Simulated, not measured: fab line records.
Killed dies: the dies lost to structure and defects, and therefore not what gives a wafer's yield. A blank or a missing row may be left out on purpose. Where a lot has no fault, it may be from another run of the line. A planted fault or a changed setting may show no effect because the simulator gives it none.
fab line records ; flow ritCmos
record: lots: 5; wafers: 15; lastDay: 7
route steps=202 shown NLDD@105 PLDD@114 M1@202
lots that met no fault: from a run of the same line without faults
startH: start of the lot's first displayed wafer, in hours after the record's first day ; waitH: time in hours since the lot's previous step ; " same as the row above ; L1.1+2: several wafers, shown together as one row ; - no value present, or no start provided ; * or withheld: withheld ; < > ~ a bound
route shown NAME@n: names a module that has steps shown in the file, with the first one's number in the route ; usual: mean and standard deviation over wafers with no fault ; same: alike in all rows ; chamber/n: place in a boat ; sites: each site's reading ; _std_site: standard deviation of those values ; _edge_site: inner sites' mean taken away from outer sites' mean ; radiusMm: how far each site lies from the wafer's centre ; mask NAME#n: copy n ; behind: tool/chamber where the wafer was last shaped ; hold: cause of the lot's hold/its duration in hours/its outcome ; device: the n, p or np transistor that did not switch ; end of line: the route-end tests of the same wafers ; a step without rows: its recipe alone ; killed: dies lost to structure and defects at the first sort, not the wafer's yield ; map: the dies of a wafer, with x for killed, . for not killed, _ for no die there
set.NAME: setting as actually run; set.NAME@STEP: the setting as run at that earlier step ; model.NAME: the simulator's own value behind a step, which no gauge read
certain route steps with their lots: each step a table, each wafer a row
services: from which hour (startH, from the record's first day; less than 0 if before it) a tool's chamber was out of use, for how many hours, and why
== steps ==
step: RIT_NLDD_SOFTBAKE_02
recipe: resist: NOVOLAK; tempC: 90; timeS: 60
step: RIT_NLDD_EXPOSE_03
recipe: maskId: M7; na: 0.57; targetCdNm: 40700; doseMj: 250
step: RIT_NLDD_PEB_04
recipe: resist: NOVOLAK; tempC: withheld; timeS: withheld
step: RIT_NLDD_DEVELOP_05
recipe: resist: NOVOLAK; developTimeS: 50; devTempC: 23
step: RIT_NLDD_OVL_MEAS_06
usual: NLDD_OVL: 0.1/1.5
lot.wafer;tool;chamber;startH;waitH;NLDD_OVL[nm]
L232.1;overlay-02;-;50.51;-;4.0
L232.2;overlay-02;-;50.51;-;2.1
L232.4;overlay-02;-;50.51;-;2.1
L240.1;overlay-02;-;91.78;-;0.0
L240.3;overlay-02;-;91.78;-;-2.0
L240.4;overlay-02;-;91.78;-;-1.3
L246.1;overlay-02;-;122.55;-;0.8
L246.4;overlay-02;-;122.55;-;1.4
L246.5;overlay-02;-;122.55;-;1.3
L252.1;overlay-02;-;150.92;-;1.2
L252.3;overlay-02;-;150.92;-;-2.1
L252.4;overlay-02;-;150.92;-;-0.7
L253.1;overlay-02;-;156.69;-;-0.8
L253.3;overlay-02;-;156.69;-;-1.0
L253.5;overlay-02;-;156.69;-;-2.7
step: RIT_NLDD_HARDBAKE_07
recipe: resist: NOVOLAK; tempC: 140; timeS: 60
step: RIT_NLDD_IMPLANT_08
recipe: species: P; energyKev: 20; doseCm2: 5.052e+14; tiltDeg: 7
step: RIT_NLDD_STRIP_09
recipe: chemistry: O2; timeS: 180; resist: NOVOLAK; platenTempC: withheld; powerW: 500; pressureMtorr: 4000; o2FlowSccm: 4000
usual: drypumpMotorCurrentA: 5.5/0.53
lot.wafer;tool;chamber;startH;waitH;drypumpMotorCurrentA;rfHoursCounterH
L232.1;plasmaAsher-02;0;50.85;0.1;5.2;41
L232.2;plasmaAsher-02;1;50.85;0.1;6.2;41
L232.4;plasmaAsher-02;0;50.85;0.1;5.2;-
L240.1;plasmaAsher-01;0;92.11;0.1;4.8;46
L240.3;plasmaAsher-01;1;92.11;0.1;5.8;-
L240.4;plasmaAsher-01;0;92.11;0.1;4.8;-
L246.1;plasmaAsher-02;1;122.89;0.1;6.2;0
L246.4;plasmaAsher-02;0;122.89;0.1;5.2;-
L246.5;plasmaAsher-02;0;122.89;0.1;5.2;-
L252.1;plasmaAsher-02;1;151.25;0.1;6.2;3
L252.3;plasmaAsher-02;1;151.25;0.1;6.2;-
L252.4;plasmaAsher-02;0;151.25;0.1;5.2;-
L253.1;plasmaAsher-03;0;157.03;0.1;5.0;49
L253.3;plasmaAsher-03;0;157.03;0.1;5.0;-
L253.5;plasmaAsher-03;1;157.03;0.1;6.1;-
step: RIT_NLDD_TW_MEAS_10
usual: NLDD_TW: 2497/15
lot.wafer;tool;chamber;startH;waitH;NLDD_TW
L232.1;filmMetro-01;-;51.02;0.1;2522
L232.2;filmMetro-01;-;51.02;0.1;2511
L232.4;filmMetro-01;-;51.02;0.1;2517
L240.1;filmMetro-01;-;92.29;0.1;2507
L240.3;filmMetro-01;-;92.29;0.1;2526
L240.4;filmMetro-01;-;92.29;0.1;2513
L246.1;filmMetro-02;-;123.06;0.1;2486
L246.4;filmMetro-02;-;123.06;0.1;2484
L246.5;filmMetro-02;-;123.06;0.1;2465
L252.1;filmMetro-02;-;151.43;0.1;2484
L252.3;filmMetro-02;-;151.43;0.1;2480
L252.4;filmMetro-02;-;151.43;0.1;2467
L253.1;filmMetro-03;-;157.20;0.1;2498
L253.3;filmMetro-03;-;157.20;0.1;2505
L253.5;filmMetro-03;-;157.20;0.1;2503
step: RIT_PLDD_HMDS_00
recipe: primeTimeS: 60; primeTempC: 140
step: RIT_PLDD_COAT_01
recipe: resist: NOVOLAK; spinRpm: 3250; resistThkNm: 1000
step: RIT_PLDD_SOFTBAKE_02
recipe: resist: NOVOLAK; tempC: 90; timeS: 60
step: RIT_PLDD_EXPOSE_03
recipe: maskId: M8; na: 0.57; targetCdNm: 40900; doseMj: 250
lot.wafer;tool;chamber;startH;waitH;mask
L232.1+2+4;ilineStepper-02;0;51.53;0.1;M8#0
L240.1+3+4;ilineStepper-01;0;92.80;0.1;M7#0
L246.1+4+5;ilineStepper-01;0;123.70;0.1;M8#0
L252.1+3+4;ilineStepper-01;0;151.94;0.1;M8#0
L253.1+3+5;ilineStepper-02;0;157.84;0.2;M8#0
step: RIT_PLDD_PEB_04
recipe: resist: NOVOLAK; tempC: withheld; timeS: withheld
step: RIT_PLDD_DEVELOP_05
recipe: resist: NOVOLAK; developTimeS: 50; devTempC: 23
step: RIT_PLDD_OVL_MEAS_06
usual: PLDD_OVL: -1.3/1.5
lot.wafer;tool;chamber;startH;waitH;PLDD_OVL[nm]
L232.1;overlay-01;-;51.97;-;-1.7
L232.2;overlay-01;-;51.97;-;-1.0
L232.4;overlay-01;-;51.97;-;-2.6
L240.1;overlay-02;-;93.20;-;-
L240.3;overlay-02;-;93.20;-;-
L240.4;overlay-02;-;93.20;-;-
L246.1;overlay-02;-;124.10;-;-0.1
L246.4;overlay-02;-;124.10;-;-2.9
L246.5;overlay-02;-;124.10;-;-0.5
L252.1;overlay-01;-;152.34;-;-1.8
L252.3;overlay-01;-;152.34;-;1.2
L252.4;overlay-01;-;152.34;-;-0.3
L253.1;overlay-02;-;158.24;-;-2.3
L253.3;overlay-02;-;158.24;-;-2.1
L253.5;overlay-02;-;158.24;-;-2.3
step: RIT_PLDD_HARDBAKE_07
recipe: resist: NOVOLAK; tempC: 140; timeS: 60
step: RIT_PLDD_IMPLANT_08
recipe: species: BF2; energyKev: 20; doseCm2: 9e+14; tiltDeg: 7
step: RIT_PLDD_STRIP_09
recipe: chemistry: O2; timeS: 180; resist: NOVOLAK; platenTempC: withheld; powerW: 500; pressureMtorr: 4000; o2FlowSccm: 4000
usual: drypumpMotorCurrentA: 5.5/0.48
lot.wafer;tool;chamber;startH;waitH;drypumpMotorCurrentA;rfHoursCounterH
L232.1;plasmaAsher-04;0;52.30;0.1;6.1;27
L232.2;plasmaAsher-04;1;52.30;0.1;5.4;27
L232.4;plasmaAsher-04;0;52.30;0.1;6.1;-
L240.1;plasmaAsher-01;1;93.53;0.1;5.7;47
L240.3;plasmaAsher-01;1;93.53;0.1;5.8;-
L240.4;plasmaAsher-01;0;93.53;0.1;4.8;-
L246.1;plasmaAsher-03;1;124.44;0.1;6.1;45
L246.4;plasmaAsher-03;0;124.44;0.1;5.0;-
L246.5;plasmaAsher-03;0;124.44;0.1;5.0;-
L252.1;plasmaAsher-01;0;152.67;0.1;4.8;53
L252.3;plasmaAsher-01;1;152.67;0.1;5.8;-
L252.4;plasmaAsher-01;0;152.67;0.1;4.8;-
L253.1;plasmaAsher-01;1;158.58;0.1;5.7;54
L253.3;plasmaAsher-01;0;158.58;0.1;4.8;-
L253.5;plasmaAsher-01;1;158.58;0.1;5.7;-
step: RIT_PLDD_TW_MEAS_10
usual: PLDD_TW: 2348/15
lot.wafer;tool;chamber;startH;waitH;hold;PLDD_TW
L232.1;filmMetro-02;-;52.48;0.1;-;2341
L232.2;filmMetro-02;-;52.48;0.1;-;2351
L232.4;filmMetro-02;-;52.48;0.1;-;2337
L240.1;filmMetro-01;-;93.71;0.1;awaitDispo/0.2h/release;30
L240.3;filmMetro-01;-;93.71;0.1;awaitDispo/0.2h/release;30
L240.4;filmMetro-01;-;93.71;0.1;awaitDispo/0.2h/release;30
L240.1;filmMetro-01;-;93.93;0.2;-;30
L240.3;filmMetro-01;-;93.93;0.2;-;30
L240.4;filmMetro-01;-;93.93;0.2;-;30
L246.1;filmMetro-01;-;124.61;0.1;-;2354
L246.4;filmMetro-01;-;124.61;0.1;-;2352
L246.5;filmMetro-01;-;124.61;0.1;-;2359
L252.1;filmMetro-02;-;152.85;0.1;-;2327
L252.3;filmMetro-02;-;152.85;0.1;-;2325
L252.4;filmMetro-02;-;152.85;0.1;-;2337
L253.1;filmMetro-02;-;158.75;0.1;-;2330
L253.3;filmMetro-02;-;158.75;0.1;-;2334
L253.5;filmMetro-02;-;158.75;0.1;-;2335
step: RIT_M1_PROBE_99
usual: defectLimitedYield: 97.2/1.1; killedAtContacts: 0.1/0.36; killedAtFrontEnd: 7.2/2.9; killedDies: 7.4/2.9; killedOpen: 3.8/2; killedShort: 3.5/2; sort_bin_3_pad_short: 0.1/0.2; sort_bin_5_function: 1.7/0.83; sort_bin_6_memory: 1.0/0.61; sortNPass: 256.6/2.9; sortYieldPct: 97.2/1.1
same: grossDies: 264; killed_at_M0_to_M3: 0; killed_at_M4_up: 0; killedAtBackSide: 0; killedAtOther: 0
lot.wafer;tool;chamber;startH;waitH;defectLimitedYield[%];killedAtContacts;killedAtFrontEnd;killedDies;killedOpen;killedShort;sort_bin_3_pad_short[%];sort_bin_5_function[%];sort_bin_6_memory[%];sortNPass;sortYieldPct[%]
L252.1;prober-01;-;166.26;0.1;97.7;1;5;6;4;2;0;1.5;0.8;258.0;97.7
L252.3;prober-01;-;166.36;0.2;97.3;0;7;7;1;6;0.4;1.5;0.8;257.0;97.3
L252.4;prober-01;-;166.41;0.2;97.3;0;7;7;4;3;0;1.5;1.1;257.0;97.3
killed by level:class
L252.1 GATE:geometricParticle:open=2 FOX1:geometricParticle:short=1 GATE:geometricParticle:short=1 SILICIDE:geometricParticle:open=1 CONTACT:geometricParticle:open=1
L252.3 GATE:geometricParticle:short=3 FOX1:geometricParticle:short=1 FOX2:geometricParticle:short=1 FOX2:geometricParticle:open=1 SILICIDE:geometricParticle:short=1
L252.4 GATE:geometricParticle:open=2 FOX1:geometricParticle:short=1 FOX2:geometricParticle:open=1 GATE:geometricParticle:short=1 SILICIDE:geometricParticle:open=1 SILICIDE:geometricParticle:short=1
== services ==
tool;chamber;startH;hours;kind
plasmaAsher-03;-;32.97;16.7;repair
ilineStepper-02;-;38.81;1.7;pm
plasmaAsher-04;-;46.32;3.4;repair
plasmaAsher-03;-;62.75;3.1;repair
plasmaAsher-03;-;66.82;15.6;pm
ilineStepper-01;-;70.38;1.7;pm
plasmaAsher-02;-;107.56;3.9;repair
plasmaAsher-04;-;108.75;1.5;repair
plasmaAsher-02;-;111.42;9.0;pm
plasmaAsher-02;0;111.42;9.0;ventCycle
plasmaAsher-02;1;111.42;9.0;ventCycle
plasmaAsher-02;0;120.42;-;clean
plasmaAsher-02;1;120.42;-;clean
ilineStepper-02;0;139.25;-;calibration
== key ==
firstSign: step: RIT_PLDD_EXPOSE_03; reading: mask; direction: changed
effect: step: RIT_PLDD_OVL_MEAS_06; reading: PLDD_OVL; direction: missing
effect: step: RIT_PLDD_TW_MEAS_10; reading: visit; direction: added
effect: step: RIT_PLDD_TW_MEAS_10; reading: PLDD_TW; direction: down; sigmas: 99+; usual: 2348; struck: 30
metAt RIT_PLDD_EXPOSE_03
struckWafers L240.1,L240.3,L240.4
scrappedBehind RIT_PLDD_TW_MEAS_10 L240.1,L240.3,L240.4
fault: kind: wrongMask; tool: any; chamber: -; onsetH: 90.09; steps: RIT_PLDD_EXPOSE_03; auxCopy: M7#0; scope: struckLotsOnly
